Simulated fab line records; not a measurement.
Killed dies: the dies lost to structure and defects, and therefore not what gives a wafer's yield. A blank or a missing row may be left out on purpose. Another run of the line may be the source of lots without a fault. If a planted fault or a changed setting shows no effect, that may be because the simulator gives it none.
Problem report in the 8D (eight disciplines) form, filled by code / flow ritCmos / the parts of the form that need people (team, actions taken, sign-off) are left out

== 1. WHAT WENT WRONG ==
At RIT_SPACER_ETCHBACK_05, runLengthS averages 251.5 s over 3 wafers from 2 lots, while fault-free wafers read 268.3 s, standard deviation 0.46. That is -37 standard deviations from the usual mean.
The step: etches Si3N4 in SF6/CHF3, stops on SiO2, target depth 250 nm, time 240 s.
First seen on wafer L621.1, day 5 17:16, on rieDiel-03. At this step, 42 wafers from 14 lots have a number in the record. The rule behind "out" and "out of limits": a value lying over 4 standard deviations away from the usual mean. The other wafers with a number count as sound.

== 2. WHAT IT IS AND WHAT IT IS NOT ==
question=which readings at this step | is=runLengthS | is not=drypumpMotorCurrentA, throttleValvePct
question=which lots | is=L621, L623 | is not=L610, L611, L612, L613, L614, L618, L620, L626, L627, L628, L629, L632
question=which wafers of those lots | is=L621.1, L621.5, L623.2 | is not=L621.2, L623.1, L623.3
question=read on which tools | is=rieDiel-03 | is not=rieDiel-02, rieDiel-04
question=when | is=from day 5 17:16 | is not=up to then (22 sound wafers); but 17 sound wafers of L623, L626, L627, L628, L629, L632 came after

== 3. THE SUSPECTS, EACH WITH WHAT RULES IT OUT ==
Counting: if a tool at a process step up to the reading ran every lot that is out, it stays a suspect. Sound lots after the first of them don't rule it out here, since some wafers of a struck lot are sound.
- rieDiel-03 at RIT_SPACER_ETCHBACK_05 (etches Si3N4 in SF6/CHF3, stops on SiO2, target depth 250 nm, time 240 s): kept. It ran every lot that is out, first L621 (day 5 17:16); its last sound lot up to then is L620 (day 5 12:55). Its own readings are out on those wafers: runLengthS.
- Within rieDiel-03 at RIT_SPACER_ETCHBACK_05: the wafers that are out ran in chamber 1; their sound lot-mates ran in chambers 0, 2, 3.
The count leaves rieDiel-03 at RIT_SPACER_ETCHBACK_05.

== 4. THE CAUSE (what the simulator had put in) ==
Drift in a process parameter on rieDiel-03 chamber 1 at RIT_SPACER_ETCHBACK_05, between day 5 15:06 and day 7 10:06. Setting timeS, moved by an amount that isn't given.
Only this tool survived the counting.

== 5. THE EFFECT CHAIN, in route order ==
Each row: a reading whose mean over the struck wafers that have a number lies more than 3 standard deviations from the usual. Only readings whose record carries a usual standard deviation are examined. hours: median over the lots of the time between each lot's start at the first step of this table that gives one and its start at this step. sigmas: the change, counted in usual standard deviations.
hours=0; step=RIT_SPACER_ETCHBACK_05; reading=oesProductAu; usual=0.833 a.u.; on struck wafers=0.896; change=+0.063; sigmas=+3.9
hours=0; step=RIT_SPACER_ETCHBACK_05; reading=runLengthS; usual=268.3 s; on struck wafers=251.5; change=-16.8; sigmas=-37
Its process steps:
- RIT_SPACER_ETCHBACK_05: etches Si3N4 in SF6/CHF3, stops on SiO2, target depth 250 nm, time 240 s.
Later steps that measure or inspect, where all struck wafers having a row at the step show a number for every such reading and not one has moved that far: RIT_CONTACT_OVL_MEAS_09.

== 6. HOW IT WOULD HAVE BEEN CAUGHT EARLIER ==
In this record the first reading out of limits was taken at day 5 17:16, 2 hours after the fault began at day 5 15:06.
